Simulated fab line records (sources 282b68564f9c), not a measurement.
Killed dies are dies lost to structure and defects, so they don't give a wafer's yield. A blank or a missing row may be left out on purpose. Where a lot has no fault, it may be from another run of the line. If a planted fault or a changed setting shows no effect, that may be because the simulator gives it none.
A struck lot beside a sound one / flow rit_cmos / 28 out of 202 route steps
Sound: the wafers L284.1, L284.4, L284.5. Struck: wafers L293.2, L293.3, L293.6. At the end, the cause is stated.
Order at every step that has rows: each side's tool, ch and its chambers, its first start. Under that, the readings that differ: sound wafers / struck wafers / difference of the means / sigmas: that difference in standard deviations of wafers without a fault.
alike: a reading whose means differ by less than 2 such deviations, as well as words and numbers matching on both sides. not compared: withheld readings; readings where some wafer has no value; bounds like >300 that might hide an equal value; numbers whose values overlap and for which the record gives no deviation.
The two part at a step that has a row with sigmas, a row that says differs or no value, or rows on one side only. When numbers do not overlap yet have no deviation, they are printed without sigmas and do not part them. A reading that every wafer of one side lacks parts them only if that side has two wafers or more.

RIT_ACTIVE_BOW_MEAS_00:
  sound on film_metro-02 at day 2 16:00; struck on film_metro-04 at day 4 13:01
  alike: INCOMING_BOW
RIT_ACTIVE_OXIDATION_01: target thk 46.8 nm, ox time 3360 s.
  sound on furnace-02 ch 0, day 2 16:28; struck on furnace-02 ch 0, day 4 13:41
reading=spike_tc_centre_C (C); sound=1005.3 1000.2 1001.1; struck=994.6 995.5 994.8; difference=-7.2; sigmas=-7
reading=spike_tc_load_C (C); sound=1032.8 1032.3 1030.8; struck=1024.0 1024.7 1024.9; difference=-7.4; sigmas=-6
reading=spike_tc_source_C (C); sound=1019.2 1021.6 1023.4; struck=1013.4 1016.4 1015.0; difference=-6.5; sigmas=-5
reading=tube_center_temp_C (C); sound=1000.1 999.99 1000.1; struck=993.08 993.2 993.05; difference=-6.95; sigmas=-76
reading=tube_center_temp_C_max; sound=1002.1 1002.4 1002.5; struck=997.0 995.7 995.1; difference=-6.4; sigmas=-15
reading=model.SiO2_of_ACTIVE_OXIDATION_01.thk_nm (nm); sound=46.64 46.77 46.48; struck=41.77 42.69 42.69; difference=-4.25; sigmas=
RIT_ACTIVE_THK_MEAS_02:
  sound on film_metro-01 at day 2 18:25; struck on film_metro-02 at day 4 15:38
reading=ACTIVE_OXIDE_THK (nm); sound=46.6 46.8 46.5; struck=41.8 42.7 42.7; difference=-4.2; sigmas=-5
then, 1 step without rows for these wafers: RIT_ACTIVE_CVD_03 (deposits Si3N4 from SiH2Cl2/NH3, target thk 150 nm, time 1500 s).
RIT_ACTIVE_THK_MEAS_04:
  sound on film_metro-02 at day 2 20:39; struck on film_metro-04 at day 4 17:07
  alike: ACTIVE_NITRIDE_THK
then, 6 steps without rows for these wafers: RIT_ACTIVE_HMDS_05 (prime time 60 s); RIT_ACTIVE_COAT_06 (resist thk 995 nm); RIT_ACTIVE_SOFTBAKE_07 (time 60 s); RIT_ACTIVE_EXPOSE_08 (exposes mask M1, target cd 1400 nm); RIT_ACTIVE_PEB_09; RIT_ACTIVE_DEVELOP_10 (develop time 50 s).
RIT_ACTIVE_CD_MEAS_11 targets a cd of 1400 nm.
  sound on cd_sem-02 at day 2 21:54; struck on cd_sem-01 at day 4 18:24
  alike: cd_nm
then, 1 step without rows for these wafers: RIT_ACTIVE_HARDBAKE_12 (time 60 s).
RIT_ACTIVE_ETCH_13: etches Si3N4 in SF6, stops on SiO2, time 210 s, target depth 210 nm.
  sound on rie_diel-03 ch 0,1,3, day 2 22:22; struck on rie_diel-04 ch 2,3, day 4 18:39
  alike: drypump_motor_current_A, oes_product_au, rf_fwd_power_W, throttle_valve_pct
  not compared: rf_hours_counter_h
RIT_ACTIVE_STRIP_14: strips in O2, time 180 s.
  sound on plasma_asher-03 ch 0,1, day 2 22:29; struck on plasma_asher-03 ch 0,1, day 4 18:47
  alike: drypump_motor_current_A
  not compared: rf_hours_counter_h
RIT_ACTIVE_CD_MEAS_90 targets a cd of 1400 nm.
  sound on cd_sem-01 at day 2 22:40; struck on cd_sem-01 at day 4 18:59
  alike: cd_nm
then, 4 steps without rows for these wafers: RIT_ACTIVE_CLEAN_15 (cleans in SC1, time 589 s); RIT_ACTIVE_CLEAN_16 (cleans in dHF, time 30 s); RIT_ACTIVE_CLEAN_17 (cleans in SC2, time 600 s); RIT_FOX1_OXIDATION_00 (target thk 350.7 nm, ox time 1130 s).
RIT_FOX1_THK_MEAS_01:
  sound on film_metro-01 at day 3 00:59; struck on film_metro-03 at day 4 21:50
  alike: FOX1_OXIDE_THK
then, 2 steps without rows for these wafers: RIT_FOX1_WET_ETCH_02 (etches SiO2 in BOE, target depth 350 nm, time 390 s); RIT_FOX2_OXIDATION_00 (target thk 350.7 nm, ox time 1130 s).
RIT_FOX2_THK_MEAS_01:
  sound on film_metro-02 at day 3 04:16; struck on film_metro-03 at day 4 23:20
  alike: FOX2_OXIDE_THK
then, 1 step without rows for these wafers: RIT_FOX2_CLEAN_02 (cleans in dHF, time 180 s).
RIT_FOX2_WET_ETCH_03: etches Si3N4 in H3PO4, target depth 195 nm, time 2700 s.
  sound on wet_bench-02 ch 2, day 3 04:23; struck on wet_bench-04 ch 1, day 4 23:26
reading=model.SiO2_of_ACTIVE_OXIDATION_01.thk_nm (nm); sound=39.91 41.21 39.97; struck=35.61 37.9 36.45; difference=-3.71; sigmas=
  alike: bath_heat_duty_pct
RIT_FOX2_THK_MEAS_90:
  sound on film_metro-03 at day 3 05:09; struck on film_metro-03 at day 5 00:13
  alike: FIELD_OXIDE_LEFT_1_THK
-- the record jumps here: 2 days lie between the struck wafers' starts before and after (it left off in module FOX2 and takes up again in module M1, whose first step shown is number 202 of the route) --
RIT_M1_PROBE_99:
  sound on prober-01 at day 5 07:06; struck on prober-02 at day 7 01:34
reading=model.etest.nldd.width_nm (nm); sound=3187 3178 3180; struck=3244 3223 3223; difference=+48; sigmas=
  alike: killed_at_M0_to_M3, killed_at_contacts, killed_at_front_end, killed_dies, killed_open, killed_short
  not compared: model.etest.pldd.width_nm

== WHERE THEY PART ==
First at RIT_ACTIVE_OXIDATION_01; last, within this record, at RIT_ACTIVE_THK_MEAS_02. Later steps at which nothing parts them and some readings are alike: RIT_ACTIVE_THK_MEAS_04, RIT_ACTIVE_CD_MEAS_11, RIT_ACTIVE_ETCH_13, RIT_ACTIVE_STRIP_14, RIT_ACTIVE_CD_MEAS_90, RIT_FOX1_THK_MEAS_01, RIT_FOX2_THK_MEAS_01, RIT_FOX2_WET_ETCH_03, RIT_FOX2_THK_MEAS_90, RIT_M1_PROBE_99.

WHY: whatever the simulator had introduced
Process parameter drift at RIT_ACTIVE_OXIDATION_01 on furnace-02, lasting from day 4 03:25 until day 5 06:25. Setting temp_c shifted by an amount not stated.
